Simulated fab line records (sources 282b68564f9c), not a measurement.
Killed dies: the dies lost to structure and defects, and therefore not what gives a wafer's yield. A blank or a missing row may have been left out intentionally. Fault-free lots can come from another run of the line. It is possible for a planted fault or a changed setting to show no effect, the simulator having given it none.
Which of the tools did it?	flow rit cmos	Sampling: 6 lots, 18 wafers, 2 of 202 route steps

## WHAT THE GAUGES SHOWED, per wafer
RIT_PRETRO_OVL_MEAS_06.
lot	measured	on	PRETRO_OVL (nm)
L651	day 2 16:41	overlay-02	-0.4 -0.6 0.0
L653	day 3 04:23	overlay-01	0.1 0.0 -1.3
L655	day 3 16:56	overlay-01	- - -
L661	day 4 20:43	overlay-02	0.1 -2.3 -0.7
L666	day 5 21:11	overlay-01	0.0 -0.3 1.5
L670	day 6 16:19	overlay-01	0.9 -0.3 -0.9

## EACH LOT AND THE TOOL THAT RAN IT (in order: tool; ch and the chambers of the sampled wafers; start)
lot	RIT_PRETRO_EXPOSE_03
L651	iline stepper-01 ch 0, day 2 16:16
L653	iline stepper-02 ch 0, day 3 03:58
L655	iline stepper-02 ch 0, day 3 16:30
L661	iline stepper-02 ch 0, day 4 20:17
L666	iline stepper-01 ch 0, day 5 20:45
L670	iline stepper-01 ch 0, day 6 15:54
- RIT_PRETRO_EXPOSE_03: exposes mask M5, target cd 43700 nm.

## THE ANSWER, worked out from the rows above alone
Rule: the lots themselves supply what counts as usual. Put in order of their means at a reading, lots are off if they are a third of the lots or fewer, leave a main group of 4 or more, and stand apart from it by a gap of 3 or more times the standard deviation of the main group's means; of several such gaps the widest counts. The tables above print the reading to a certain number of digits; a main group whose means all agree to those digits is not used. A lot without any number at a reading at which 4 lots or more have one is off too. The other lots that the step has rows for count as sound.
Off: L655, at RIT_PRETRO_OVL_MEAS_06 (PRETRO_OVL). Without a number there: L655. Main group: mean -0.3 nm, sd 0.44.
If a tool, at a process step before that reading, ran all the lots that are off and no sound lot after the first of them, it fits. Gauges at RIT_PRETRO_OVL_MEAS_06: tried the same way as those tools. No candidate that was tried fits.

## WHAT THE SIMULATOR PUT IN
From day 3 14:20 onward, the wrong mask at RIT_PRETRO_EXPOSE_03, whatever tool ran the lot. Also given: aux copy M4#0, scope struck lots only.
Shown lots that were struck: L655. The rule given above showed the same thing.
